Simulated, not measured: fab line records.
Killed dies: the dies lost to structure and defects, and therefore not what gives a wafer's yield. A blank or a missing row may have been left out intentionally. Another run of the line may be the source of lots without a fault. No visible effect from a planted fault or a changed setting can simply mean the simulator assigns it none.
Matching of chambers | flow berkeley_cmos170 | rie_diel-01 running UCB170_ZERO_ETCH_06: 4 sister chambers
The step etches SiO2 in CHF3/CF4/Ar, time 12 s. 14 wafers are shown with their chamber, then 7 later ones without.

WAFERS, EACH WITH ITS CHAMBER
wafer  | chamber | drypump_motor_current_A (A) | throttle_valve_pct (%) | oes_product_au (a.u.)
L186.3 | 3       | 5.4                         | 9.23                   | 0.633
L186.5 | 3       | 5.4                         | 9.24                   | 0.629
L186.6 | 2       | 5.7                         | 9.36                   | 0.620
L187.2 | 2       | 5.8                         | 9.36                   | 0.621
L187.3 | 3       | 5.4                         | 9.22                   | 0.632
L187.6 | 3       | 5.4                         | 9.22                   | 0.615
L191.1 | 2       | 5.8                         | 9.35                   | 0.615
L191.3 | 1       | 5.8                         | 9.41                   | 0.603
L191.5 | 1       | 5.8                         | 9.41                   | 0.617
L196.3 | 0       | 6.1                         | 9.24                   | 0.610
L196.5 | 1       | 5.8                         | 9.43                   | 0.605
L196.6 | 0       | 6.1                         | 9.24                   | 0.613
L202.1 | 2       | 5.8                         | 9.37                   | 0.615
L202.3 | 3       | 5.4                         | 9.23                   | 0.624

SIGNATURES (averages over the wafers above)
reading                 | chamber 0 | chamber 1 | chamber 2 | chamber 3 | scatter within a chamber
drypump_motor_current_A | 6.100     | 5.800     | 5.775     | 5.400     | 0.0274
throttle_valve_pct      | 9.2400    | 9.4167    | 9.3600    | 9.2280    | 0.00864
oes_product_au          | 0.61150   | 0.60833   | 0.61775   | 0.62660   | 0.00606
Rule: a wafer's distance from a chamber is the root of the sum, over the readings, of the square of ((its reading less the chamber's mean) divided by the reading's scatter). The wafer belongs to the nearest chamber; if the next one is less than 2 further off, it can't be placed. The scatter: take each reading less its chamber's mean, square it, sum over the shown wafers, divide by the number of wafers less the number of chambers, and take the root.

WAFERS WHOSE CHAMBER IS MISSING
wafer  | drypump_motor_current_A (A) | throttle_valve_pct (%) | oes_product_au (a.u.)
L202.6 | 5.8                         | 9.37                   | 0.623
L204.1 | 6.1                         | 9.25                   | 0.612
L204.2 | 5.4                         | 9.24                   | 0.627
L204.3 | 5.8                         | 9.40                   | 0.608
L207.1 | 5.5                         | 9.23                   | 0.625
L207.4 | 5.8                         | 9.37                   | 0.607
L207.5 | 5.8                         | 9.36                   | 0.618

CHAMBER TAKEN BY EACH
wafer  | from the rows above | in truth
L202.6 | 2                   | 2
L204.1 | 0                   | 0
L204.2 | 3                   | 3
L204.3 | 1                   | 1
L207.1 | 3                   | 3
L207.4 | 2                   | 2
L207.5 | 2                   | 2
Placed correctly: 7 of 7. Can't be placed from these rows: 0. Placed wrongly: 0.
